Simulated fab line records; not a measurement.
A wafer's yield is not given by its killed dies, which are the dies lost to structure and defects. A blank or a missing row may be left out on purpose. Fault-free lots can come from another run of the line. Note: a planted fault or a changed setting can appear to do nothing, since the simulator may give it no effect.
Split-lot experiment | flow rit_cmos | on a route of 202 steps: 5 lots, 23 wafers read

== SPLIT DETAILS ==
At RIT_GATE_OXIDATION_05 (target thk 3 nm, ox time 270 s), the setting temp_c was moved away from the recipe's 900 C on 20 of the 23 wafers read, by -3.0% to +2.9%. For the rest of the wafers, this setting stayed at what the recipe calls for.

== FROM THE SPLIT ON TO THE READING: in between, the file shows 1 step ==
- RIT_GATE_ANNEAL_06: time 600 s

== THE READING ==
Values of GATE_OXIDE_THK in nm from RIT_GATE_THK_MEAS_07. Fault-free wafers of this fab line usually give 3.00 nm, standard deviation 0.065 nm.

wafer  | tool, chamber at the split | temp_c as run, C | against the recipe | GATE_OXIDE_THK, nm | against lot-mates on the recipe
L075.1 | -, -                       | 926              | +2.9%              | 4.12               | no lot-mate on the recipe
L075.2 | -, -                       | 926              | +2.9%              | 4.05               | no lot-mate on the recipe
L075.4 | -, -                       | 926              | +2.9%              | 3.97               | no lot-mate on the recipe
L075.5 | -, -                       | 926              | +2.9%              | 4.00               | no lot-mate on the recipe
L075.6 | -, -                       | 926              | +2.9%              | 4.02               | no lot-mate on the recipe
L078.2 | furnace-04, 0              | 900              | recipe             | 3.01               | -
L078.4 | furnace-04, 0              | 900              | recipe             | 2.96               | -
L078.5 | furnace-04, 0              | 900              | recipe             | 2.99               | -
L079.1 | -, -                       | 916.4            | +1.8%              | 3.73               | no lot-mate on the recipe
L079.2 | -, -                       | 916.4            | +1.8%              | 3.77               | no lot-mate on the recipe
L079.3 | -, -                       | 916.4            | +1.8%              | 3.67               | no lot-mate on the recipe
L079.4 | -, -                       | 916.4            | +1.8%              | 3.72               | no lot-mate on the recipe
L079.5 | -, -                       | 916.4            | +1.8%              | 3.71               | no lot-mate on the recipe
L080.1 | -, -                       | 889.6            | -1.2%              | 2.64               | no lot-mate on the recipe
L080.2 | -, -                       | 889.6            | -1.2%              | 2.59               | no lot-mate on the recipe
L080.3 | -, -                       | 889.6            | -1.2%              | 2.65               | no lot-mate on the recipe
L080.5 | -, -                       | 889.6            | -1.2%              | 2.62               | no lot-mate on the recipe
L080.6 | -, -                       | 889.6            | -1.2%              | 2.58               | no lot-mate on the recipe
L082.1 | -, -                       | 873.4            | -3.0%              | 2.25               | no lot-mate on the recipe
L082.2 | -, -                       | 873.4            | -3.0%              | 2.15               | no lot-mate on the recipe
L082.3 | -, -                       | 873.4            | -3.0%              | 2.24               | no lot-mate on the recipe
L082.4 | -, -                       | 873.4            | -3.0%              | 2.21               | no lot-mate on the recipe
L082.6 | -, -                       | 873.4            | -3.0%              | 2.29               | no lot-mate on the recipe

THE FIT
A straight line over all 23 wafers: GATE_OXIDE_THK changes by +0.321 nm for each +1% of temp_c; r = +0.99; the points scatter about the line by 0.089 nm.
Too few moved wafers with a lot-mate on the recipe to fit a line net of each lot's own level.

== THE WHOLE CHAIN: every reading that the file lists as answering this split, in the file's order ==
step                  | what it does                   | reading                                                                           | change (the file's fit)               | r (the file's)
RIT_GATE_OXIDATION_05 | target thk 3 nm, ox time 270 s | SiO2_of_GATE_OXIDATION_05.thk_nm (the simulator's own value, which no gauge read) | +0.322 nm for each +1% of the setting | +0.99
RIT_GATE_THK_MEAS_07  |                                | GATE_OXIDE_THK                                                                    | +0.32 for each +1% of the setting     | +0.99
RIT_M1_PROBE_99       |                                | etest.pmos_0p3.r_on_ohm_um (the simulator's own value, which no gauge read)       | +621 for each +1% of the setting      | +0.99
RIT_M1_PROBE_99       |                                | etest.nmos_0p3.r_on_ohm_um (the simulator's own value, which no gauge read)       | +181 for each +1% of the setting      | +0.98
RIT_M1_PROBE_99       |                                | etest.nmos_narrow.drive_ua_um (the simulator's own value, which no gauge read)    | -31.3 for each +1% of the setting     | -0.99

== THE FILE'S OWN FIT ==
GATE_OXIDE_THK changes by +0.32 nm for each +1% of temp_c, r = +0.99.
